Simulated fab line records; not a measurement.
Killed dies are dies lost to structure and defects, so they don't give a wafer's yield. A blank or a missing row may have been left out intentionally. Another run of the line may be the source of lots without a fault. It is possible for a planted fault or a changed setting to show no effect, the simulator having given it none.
A single fault, viewed from 2 desks ; flow berkeley-cmos170 ; only its own numbers are on each desk; what lay behind them is given at the end

## TOOL OWNER'S DESK, pecvd-03
The tool's own readings at UCB170_V1_CVD_00 (deposits SiO2 from TEOS/O2, target thk 2000 nm, time 250 s): means of the sampled wafers that have a number, for each lot that ran on this tool. Any lot whose mean is over 4 standard deviations away from the usual mean is out of limits and marked OUT; that distance is given in the brackets.
Columns: A = heater-power-w at UCB170_V1_CVD_00, usual 268 W
lot;first seen here;A
L584;day 9 06:03;273
L593;day 11 19:02;265
L596;day 12 08:49;211
Result from this desk: across the 3 lots, nothing is out of limits.

## FROM THE METROLOGY DESK
Lot by lot, what the gauges showed, no matter which tool ran the lot: averages of those sampled wafers that carry a number. Any lot whose mean is over 4 standard deviations away from the usual mean is out of limits and marked OUT; that distance is given in the brackets.
Columns: A = cd-nm at UCB170_CONTACT_CD_MEAS_15, usual 700.2 nm; B = V1_TEOS_THK at UCB170_V1_THK_MEAS_01, usual 1985 nm; C = V1_BOW at UCB170_V1_BOW_MEAS_03, usual 18 um; D = cd-nm at UCB170_V2_CD_MEAS_90, usual 700.3 nm
lot;first seen here;A;B;C;D
L584;day 9 01:49;699.6;1989;20;699.6
L585;day 9 09:06;700.3;1971;13;700.5
L586;day 9 09:56;701.1;2001;25;700.3
L587;day 10 02:42;699.2;1976;23;700.4
L593;day 11 11:36;698.7;2374 (+13) OUT;13;701.2
L596;day 12 03:53;700.7;2767 (+25) OUT;16;699.8
L601;day 12 09:29;698.2;2001;23;700.9
L602;day 12 10:11;701.4;1956;24;701.4
L600;day 12 10:26;699.8;1979;18;701.0
L604;day 12 13:41;701.0;1965;23;700.1
L605;day 13 09:32;700.5;1982;17;698.8
L606;day 13 15:38;701.5;1991;16;700.6
This desk's finding: out of limits on L593, L596; first on L593, day 11 19:11 (V1_TEOS_THK at UCB170_V1_THK_MEAS_01). Within limits: L584, L585, L586, L587, L601, L602, L600, L604, L605, L606.

## PUT TOGETHER
On L593, L596, the metrology desk was in a position to raise an alarm at day 11 19:11.
The desk of the tool owner found nothing out of limits.
On record at the tool owner's desk: L593, L596, within its limits.
The lots listed all ran UCB170_V1_CVD_00 on pecvd-03.

## WHAT THE SIMULATOR PUT IN
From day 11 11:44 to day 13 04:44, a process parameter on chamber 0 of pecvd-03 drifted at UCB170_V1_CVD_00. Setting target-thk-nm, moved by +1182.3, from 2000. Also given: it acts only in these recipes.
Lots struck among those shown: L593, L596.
Hours from the fault's start to each desk's first reading out of limits: the metrology desk, 7.
